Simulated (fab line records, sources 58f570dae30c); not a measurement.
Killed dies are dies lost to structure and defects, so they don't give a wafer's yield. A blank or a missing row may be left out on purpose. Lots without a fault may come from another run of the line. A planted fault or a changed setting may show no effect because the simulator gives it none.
fab line records | flow berkeley_cmos170
record lots=14 wafers=42 last_day=12
route steps=331 shown SACOX@99 CONTACT@222 M1@250 V2@293
lots that met no fault: from a run of the same line without faults
start_h: hours from the record's first day to the start of the lot's first wafer shown | wait_h: hours since the lot's step before | " the same as in the row above | L1.1+2: a row that stands for several wafers | - no value, or no start given | * or withheld: withheld | < > ~ a bound
route shown NAME@n: a module of which the file shows steps, and the number in the route of the first | usual: mean/standard deviation of fault-free wafers | same: alike in all rows | chamber/n: place in a boat | sites: the reading at each site | _std_site: their standard deviation | _edge_site: outer sites' mean less inner sites' | radius_mm: how far each site lies from the wafer's centre | mask NAME#n: copy n | behind: the tool/chamber that last shaped the wafer | hold: why the lot was held/for how many hours/how that ended | device: the transistor (n, p or np) that didn't switch | end of line: the same wafers' tests at the end of the route | a step without rows: its recipe alone | killed: dies lost to structure and defects at the first sort, not the wafer's yield | map: a wafer's dies, x killed, . not, _ none there
set.NAME: the setting as run; set.NAME@STEP: as run at that earlier step | model.NAME: the simulator's own value behind a step, which no gauge read
steps of the route over a sample of lots; a table a step, a row a wafer
services: from which hour (start_h, from the record's first day; less than 0 if before it) a tool's chamber was out of use, for how many hours, and why
## steps
# step UCB170_SACOX_THK_MEAS_02
# recipe reads=SiO2_of_SACOX_OXIDATION_01
# usual SACOX_OXIDE_THK=14.35/0.29
# columns lot.wafer tool chamber start_h wait_h SACOX_OXIDE_THK[nm]
L305.1 film_metro-02 - 93.51 0.0 14.29
L305.3 " - " " 14.43
L305.5 " - " " 14.19
L307.1 film_metro-03 - 100.76 0.0 14.17
L307.5 " - " " 14.20
L307.6 " - " " 14.10
L306.2 film_metro-02 - 100.77 0.0 14.36
L306.4 " - " " 14.20
L306.6 " - " " 14.17
L309.1 film_metro-01 - 117.76 0.0 14.08
L309.3 " - " " 14.17
L309.6 " - " " 13.65
L310.1 film_metro-02 - 117.76 0.0 14.06
L310.2 " - " " 14.36
L310.4 " - " " 14.07
L313.2 film_metro-01 - 138.47 0.0 14.45
L313.3 " - " " 14.55
L313.5 " - " " 14.57
L314.2 film_metro-01 - 148.03 0.0 14.74
L314.3 " - " " 14.52
L314.6 " - " " 14.58
L315.4 film_metro-02 - 148.05 0.0 14.30
L315.5 " - " " 14.29
L315.6 " - " " 14.37
L316.1 film_metro-01 - 160.00 0.0 14.21
L316.2 " - " " 14.25
L316.6 " - " " 14.34
L317.1 film_metro-02 - 160.00 0.0 14.59
L317.3 " - " " 14.47
L317.4 " - " " 14.48
L319.1 film_metro-01 - 170.64 0.0 14.70
L319.3 " - " " 14.36
L319.4 " - " " 14.42
L324.1 film_metro-02 - 195.51 0.0 13.95
L324.2 " - " " 13.89
L324.4 " - " " 14.20
L326.1 film_metro-01 - 213.87 0.1 15.11
L326.2 " - " " 14.60
L326.5 " - " " 14.48
L328.1 film_metro-01 - 215.28 0.0 14.02
L328.4 " - " " 14.04
L328.6 " - " " 14.07
# step UCB170_CONTACT_STRIP_06
# recipe chemistry=O2 power_w=400 pressure_mtorr=3500 platen_temp_c=withheld o2_flow_sccm=400 overash_fraction=0.5
# usual drypump_motor_current_A=5.8/0.51 oes_product_au=0.735/0.0044 strip_time_to_endpoint_s=21.99/0.053
# columns lot.wafer tool chamber start_h wait_h drypump_motor_current_A oes_product_au rf_hours_counter_h strip_time_to_endpoint_s
L305.1 plasma_asher-04 1 138.41 0.1 6.3 0.740 44 21.94
L305.3 " 1 " " 6.2 0.737 - 21.93
L305.5 " 1 " " 6.2 0.738 - 21.93
L307.1 plasma_asher-01 1 144.26 0.1 5.9 0.738 2 22.01
L307.5 " 0 " " 6.1 0.739 - 22.10
L307.6 " 1 " " 5.9 0.734 - 22.01
L306.2 plasma_asher-04 0 144.41 0.1 5.3 0.732 45 21.92
L306.4 " 1 " " 6.2 0.726 - 21.93
L306.6 " 1 " " 6.2 0.737 - 21.89
L309.1 plasma_asher-02 0 163.94 0.1 6.2 0.736 43 22.04
L309.3 " 0 " " 6.2 0.733 - 21.98
L309.6 " 1 " " 4.8 0.730 - 22.02
L310.1 plasma_asher-01 1 163.94 0.1 5.9 0.732 5 21.94
L310.2 " 0 " " 6.1 0.736 5 21.99
L310.4 " 0 " " 6.1 0.733 - 21.98
L313.2 plasma_asher-01 0 182.40 0.1 6.1 0.735 7 21.97
L313.3 " 1 " " 5.9 0.732 - 22.01
L313.5 " 1 " " 5.9 0.725 - 22.06
L315.4 plasma_asher-01 0 190.20 0.1 6.1 0.734 - 22.02
L315.5 " 0 " " 6.1 0.740 - 21.99
L315.6 " 1 " " 5.9 0.729 - 22.02
L314.2 plasma_asher-02 0 190.85 0.1 6.2 0.730 45 21.94
L314.3 " 1 " " 4.8 0.736 - 21.96
L314.6 " 0 " " 6.2 0.738 - 21.92
L316.1 plasma_asher-04 1 205.06 0.1 6.2 0.742 51 22.03
L316.2 " 0 " " 5.3 0.734 51 22.00
L316.6 " 1 " " 6.2 0.733 - 22.02
L317.1 plasma_asher-01 1 206.56 0.1 5.9 0.745 9 21.93
L317.3 " 1 " " 5.9 0.729 - 22.00
L317.4 " 0 " " 6.1 0.736 - 21.99
L319.1 plasma_asher-04 0 215.44 0.1 5.3 0.739 52 21.95
L319.3 " 1 " " 6.3 0.738 - 21.98
L319.4 " 0 " " 5.3 0.739 - 21.98
L324.1 plasma_asher-02 1 233.31 0.1 4.8 0.741 50 21.99
L324.2 " 0 " " 6.1 0.729 50 21.97
L324.4 " 0 " " 6.2 0.731 - 21.97
L326.1 plasma_asher-04 1 260.82 0.1 6.2 0.733 58 22.08
L326.2 " 0 " " 5.3 0.726 58 22.07
L326.5 " 1 " " 6.2 0.727 - 22.02
L328.1 plasma_asher-02 0 261.50 0.1 6.2 0.735 54 22.04
L328.4 " 0 " " 6.2 0.732 - 21.95
L328.6 " 1 " " 4.8 0.741 - 21.99
# step UCB170_M1_METAL_ETCH_12
# recipe chemistry=Cl2/BCl3 target=Al stop_on=PSG pressure_mtorr=12.53 target_depth_a=7800 over_etch_frac=0.3 time_s=130 icp_w=600 bias_w=120 Cl2_flow_sccm=90 bcl3_flow_sccm=45
# usual drypump_motor_current_A=5.5/0.5 oes_product_au=0.860/0.017 rf_fwd_power_W=596.9/2.2 throttle_valve_pct=24.07/0.13
# columns lot.wafer tool chamber start_h wait_h drypump_motor_current_A oes_product_au rf_fwd_power_W rf_hours_counter_h throttle_valve_pct
L305.1 rie_metal-04 0 142.14 - 4.8 0.844 596.2 6.0 24.16
L305.3 " 1 " " 5.4 0.873 601.8 - 24.02
L305.5 " 0 " " 4.8 0.849 597.5 - 24.17
L307.1 rie_metal-04 0 148.36 - 4.9 0.859 598.9 6.2 24.17
L307.5 " 0 " " 4.9 0.862 601.1 - 24.16
L307.6 " 1 " " 5.4 0.883 595.9 - 24.03
L306.2 rie_metal-01 0 148.68 - 6.2 0.848 594.7 9.1 24.11
L306.4 " 1 " " 5.9 0.889 597.2 - 24.18
L306.6 " 1 " " 5.9 0.881 596.2 - 24.18
L309.1 rie_metal-04 0 167.74 - 4.9 0.845 594.0 6.7 24.17
L309.3 " 1 " " 5.4 0.870 599.8 - 24.02
L309.6 " 0 " " 4.8 0.857 596.7 - 24.17
L310.1 rie_metal-02 0 168.01 - 4.9 0.840 597.6 6.2 23.95
L310.2 " 0 " " 4.9 0.839 597.1 - 23.96
L310.4 " 0 " " 4.9 0.843 597.2 - 23.95
L313.2 rie_metal-04 0 185.71 - 4.9 0.852 594.3 7.2 24.18
L313.3 " 0 " " 4.9 0.848 597.9 - 24.17
L313.5 " 1 " " 5.4 0.859 598.1 - 24.01
L315.4 rie_metal-01 0 193.72 - 6.1 0.858 595.5 - 24.12
L315.5 " 0 " " 6.2 0.859 597.3 - 24.11
L315.6 " 1 " " 6.0 0.879 598.0 - 24.18
L314.2 rie_metal-04 0 194.36 - 4.9 0.854 832.2 7.4 24.17
L314.3 " 0 " " 4.9 0.865 834.2 - 24.17
L314.6 " 0 " " 4.9 0.856 833.7 - 24.16
L316.1 rie_metal-04 1 209.74 - 5.4 0.883 598.0 9.6 24.05
L316.2 " 0 " " 4.9 0.859 837.6 7.8 24.16
L316.6 " 1 " " 5.4 0.868 596.5 - 24.03
L317.1 rie_metal-01 0 211.38 - 6.1 0.846 594.6 10.6 24.12
L317.3 " 0 " " 6.1 0.860 598.9 - 24.10
L317.4 " 1 " " 6.0 0.898 595.0 - 24.18
L319.1 rie_metal-02 1 219.47 - 5.5 0.833 597.4 1.2 23.72
L319.3 " 0 " " 4.9 0.847 593.8 - 23.96
L319.4 " 1 " " 5.5 0.836 596.9 - 23.72
L324.1 rie_metal-02 1 237.35 - 5.5 0.839 597.5 1.9 23.72
L324.2 " 0 " " 4.9 0.845 595.7 8.4 23.95
L324.4 " 1 " " 5.5 0.834 596.9 - 23.72
L326.1 rie_metal-01 0 264.72 - 6.1 0.850 598.3 11.7 24.12
L326.2 " 1 " " 6.0 0.882 598.2 12.2 24.18
L326.5 " 1 " " 5.9 0.891 596.3 - 24.20
L328.1 rie_metal-02 1 264.95 - 5.5 0.835 599.6 2.7 23.72
L328.4 " 0 " " 4.9 0.850 598.1 - 23.95
L328.6 " 0 " " 4.9 0.841 598.6 - 23.94
# step UCB170_M1_STRIP_13
# recipe chemistry=O2 power_w=400 pressure_mtorr=3500 platen_temp_c=withheld o2_flow_sccm=400 overash_fraction=0.5
# usual drypump_motor_current_A=5.6/0.53 oes_product_au=0.721/0.0045
# columns lot.wafer tool chamber start_h wait_h drypump_motor_current_A oes_product_au rf_hours_counter_h
L305.1 plasma_asher-02 0 142.27 0.1 6.2 0.721 40
L305.3 " 0 " " 6.2 0.720 -
L305.5 " 0 " " 6.2 0.727 -
L307.1 plasma_asher-01 1 148.50 0.1 5.9 0.720 3
L307.5 " 0 " " 6.2 0.723 -
L307.6 " 1 " " 5.9 0.722 -
L306.2 plasma_asher-02 1 148.81 0.1 4.8 0.723 40
L306.4 " 1 " " 4.8 0.716 -
L306.6 " 0 " " 6.2 0.723 -
L309.1 plasma_asher-03 0 167.87 0.1 5.7 0.715 44
L309.3 " 0 " " 5.7 0.719 -
L309.6 " 0 " " 5.7 0.724 -
L310.1 plasma_asher-02 0 168.28 0.2 6.2 0.720 43
L310.2 " 1 " " 4.8 0.721 43
L310.4 " 0 " " 6.2 0.713 -
L313.2 plasma_asher-02 1 185.84 0.1 4.8 0.724 45
L313.3 " 0 " " 6.2 0.722 -
L313.5 " 1 " " 4.8 0.710 -
L315.4 plasma_asher-03 1 193.84 0.1 5.2 0.718 -
L315.5 " 1 " " 5.2 0.724 -
L315.6 " 0 " " 5.7 0.718 -
L314.2 plasma_asher-03 0 194.49 0.1 5.7 0.609 47
L314.3 " 1 " " 5.3 0.592 -
L314.6 " 0 " " 5.7 0.586 -
L316.1 plasma_asher-01 1 209.87 0.1 5.9 0.722 10
L316.2 " 0 " " 6.1 0.582 10
L316.6 " 1 " " 5.9 0.718 -
L317.1 plasma_asher-01 0 211.51 0.1 6.1 0.718 10
L317.3 " 1 " " 5.9 0.715 -
L317.4 " 0 " " 6.1 0.718 -
L319.1 plasma_asher-02 1 219.60 0.1 4.8 0.707 49
L319.3 " 0 " " 6.2 0.714 -
L319.4 " 1 " " 4.8 0.725 -
L324.1 plasma_asher-02 1 237.49 0.1 4.8 0.719 51
L324.2 " 0 " " 6.1 0.724 51
L324.4 " 1 " " 4.8 0.730 -
L326.1 plasma_asher-01 0 264.85 0.1 6.1 0.722 16
L326.2 " 1 " " 5.9 0.723 16
L326.5 " 1 " " 5.9 0.723 -
L328.1 plasma_asher-02 1 265.08 0.1 4.8 0.718 54
L328.4 " 0 " " 6.1 0.728 -
L328.6 " 0 " " 6.2 0.717 -
# step UCB170_M1_CD_MEAS_90
# recipe target_cd_nm=700
# usual cd_nm=699.1/2.2
# columns lot.wafer tool chamber start_h wait_h cd_nm
L305.1 cd_sem-01 - 142.37 0.1 698.7
L305.3 " - " " 699.8
L305.5 " - " " 697.5
L307.1 cd_sem-02 - 148.60 0.1 699.3
L307.5 " - " " 697.6
L307.6 " - " " 697.7
L306.2 cd_sem-02 - 149.01 0.2 698.6
L306.4 " - " " 698.0
L306.6 " - " " 700.8
L309.1 cd_sem-02 - 167.97 0.1 695.1
L309.3 " - " " 697.9
L309.6 " - " " 697.1
L310.1 cd_sem-02 - 168.38 0.1 697.8
L310.2 " - " " 698.2
L310.4 " - " " 696.9
L313.2 cd_sem-01 - 185.96 0.1 696.3
L313.3 " - " " 697.6
L313.5 " - " " 698.3
L315.4 cd_sem-02 - 193.97 0.1 701.5
L315.5 " - " " 696.8
L315.6 " - " " 701.9
L314.2 cd_sem-02 - 194.61 0.1 683.4
L314.3 " - " " 686.3
L314.6 " - " " 683.4
L316.1 cd_sem-01 - 209.97 0.1 699.1
L316.2 " - " " 688.2
L316.6 " - " " 700.3
L317.1 cd_sem-01 - 211.61 0.1 698.7
L317.3 " - " " 695.8
L317.4 " - " " 699.8
L319.1 cd_sem-02 - 219.70 0.1 698.8
L319.3 " - " " 697.3
L319.4 " - " " 702.0
L324.1 cd_sem-02 - 237.59 0.1 702.8
L324.2 " - " " 698.5
L324.4 " - " " 702.3
L326.1 cd_sem-01 - 264.95 0.1 698.4
L326.2 " - " " 697.7
L326.5 " - " " 697.1
L328.1 cd_sem-01 - 265.18 0.1 703.8
L328.4 " - " " 700.9
L328.6 " - " " 700.9
# step UCB170_V2_THK_MEAS_01
# recipe reads=SiO2_of_V2_CVD_00
# usual V2_TEOS_THK=1997/28
# columns lot.wafer tool chamber start_h wait_h V2_TEOS_THK[nm]
L305.1 film_metro-03 - 152.11 0.1 1982
L305.3 " - " " 1997
L305.5 " - " " 2024
L307.1 film_metro-01 - 160.22 0.1 2002
L307.5 " - " " 2007
L307.6 " - " " 1992
L306.2 film_metro-01 - 160.35 0.1 1962
L306.4 " - " " 2004
L306.6 " - " " 2002
L309.1 film_metro-02 - 177.95 0.1 1992
L309.3 " - " " 1988
L309.6 " - " " 2043
L310.1 film_metro-01 - 178.56 0.1 1983
L310.2 " - " " 2017
L310.4 " - " " 2030
L313.2 film_metro-02 - 196.59 0.1 1974
L313.3 " - " " 1988
L313.5 " - " " 2018
L314.2 film_metro-02 - 204.62 0.1 1972
L314.3 " - " " 1995
L314.6 " - " " 2003
L315.4 film_metro-03 - 204.91 0.0 1978
L315.5 " - " " 1983
L315.6 " - " " 2028
L316.1 film_metro-02 - 218.31 0.1 1964
L316.2 " - " " 1949
L316.6 " - " " 1979
L317.1 film_metro-03 - 220.57 0.1 1974
L317.3 " - " " 2000
L317.4 " - " " 2023
L319.1 film_metro-01 - 230.28 0.1 1997
L319.3 " - " " 1979
L319.4 " - " " 2002
L324.1 film_metro-02 - 247.85 0.1 2009
L324.2 " - " " 2029
L324.4 " - " " 2041
L328.1 film_metro-03 - 275.51 0.1 2033
L328.4 " - " " 2034
L328.6 " - " " 2055
L326.1 film_metro-02 - 275.93 0.1 1993
L326.2 " - " " 2015
L326.5 " - " " 2049
## services
# columns tool chamber start_h hours kind
plasma_asher-01 0 117.75 - clean
plasma_asher-01 1 117.75 - clean
rie_metal-02 1 140.45 2.1 repair
plasma_asher-03 - 156.02 8.5 repair
rie_metal-02 1 156.82 - clean
rie_metal-02 1 156.82 11.9 scheduled_down
rie_metal-02 1 156.82 11.9 vent_cycle
rie_metal-02 - 192.84 2.8 pm
rie_metal-01 - 213.36 0.3 repair
rie_metal-01 - 235.56 3.6 repair
plasma_asher-01 - 253.22 0.5 repair
## key
first_sign step=UCB170_M1_METAL_ETCH_12 reading=rf_fwd_power_W direction=up sigmas=99+ usual=596.9 struck=834.4
effect step=UCB170_M1_STRIP_13 reading=oes_product_au direction=down sigmas=29 usual=0.721 struck=0.592
effect step=UCB170_M1_CD_MEAS_90 reading=cd_nm direction=down sigmas=6.3 usual=699.1 struck=685.3
met_at UCB170_M1_METAL_ETCH_12
struck_lots L314,L316
struck_wafers L314.2,L314.3,L314.6,L316.2
not_acting_at UCB170_SACOX_THK_MEAS_02,UCB170_CONTACT_STRIP_06,UCB170_V2_THK_MEAS_01
onset_between 185.71 194.36
fault kind=process_parameter_drift tool=rie_metal-04 chamber=0 onset_h=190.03 steps=UCB170_M1_METAL_ETCH_12 channel=icp_w offset=240 shape=step end_h=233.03 acts_in=these_recipes_only stated=600
